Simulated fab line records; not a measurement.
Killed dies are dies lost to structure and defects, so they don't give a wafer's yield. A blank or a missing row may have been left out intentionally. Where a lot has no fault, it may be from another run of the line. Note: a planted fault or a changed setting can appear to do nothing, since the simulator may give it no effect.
2 desks, one fault ; flow berkeley_cmos170 ; only its own numbers are on each desk; what lay behind them is given at the end

FROM THE METROLOGY DESK
Lot by lot, what the gauges showed, no matter which tool ran the lot: averages of those sampled wafers that carry a number. If a lot's mean is further than 4 standard deviations from the usual mean, the lot is out of limits and carries the mark OUT (the distance appears in the brackets).
Columns: A = V2_OVL at UCB170_V2_OVL_MEAS_13, usual -1 nm; B = M3_OVL at UCB170_M3_OVL_MEAS_16, usual 2 nm; C = M3_BOW at UCB170_M3_BOW_MEAS_20, usual 35 um
lot;first seen here;A;B;C
L743;day 7 23:21;1;-1;37
L742;day 7 23:34;-3;11;38
L747;day 8 07:34;-3;4;30
L746;day 8 09:10;-5;2;39
L745;day 8 09:18;-2;-2;44
L744;day 8 09:29;-1;-2;35
L756;day 10 17:47;-1;1;36
L758;day 11 00:09;-3;10;33
L761;day 11 04:28;-5;4;40
L762;day 12 00:41;-0;-8;30
L764;day 12 08:55;-6;9;32
L765;day 12 09:38;-1;5;29
L763;day 12 09:44;-8;0;39
This desk found nothing out of limits on any of the 13 lots.

DESK OF THE TOOL OWNER: cmp-01
The tool's own readings at UCB170_V1_CMP_02 (polishes SiO2): means of the sampled wafers that have a number, for each lot that ran on this tool. If a lot's mean is further than 4 standard deviations from the usual mean, the lot is out of limits and carries the mark OUT (the distance appears in the brackets).
Columns: A = motor_current_A at UCB170_V1_CMP_02, usual 15.4 A
lot;first seen here;A
L743;day 7 16:09;16.3
L747;day 8 00:59;15.7
L746;day 8 01:14;15.8
L745;day 8 01:29;15.3
L744;day 8 01:47;15.8
L762;day 11 18:07;15.9
L764;day 12 00:58;16.7
L765;day 12 01:13;15.8
This desk found nothing out of limits on any of the 8 lots.

PUT TOGETHER
At the metrology desk, nothing out of limits was observed.
The desk of the tool owner found nothing out of limits.

WHAT THE SIMULATOR HAD INSERTED
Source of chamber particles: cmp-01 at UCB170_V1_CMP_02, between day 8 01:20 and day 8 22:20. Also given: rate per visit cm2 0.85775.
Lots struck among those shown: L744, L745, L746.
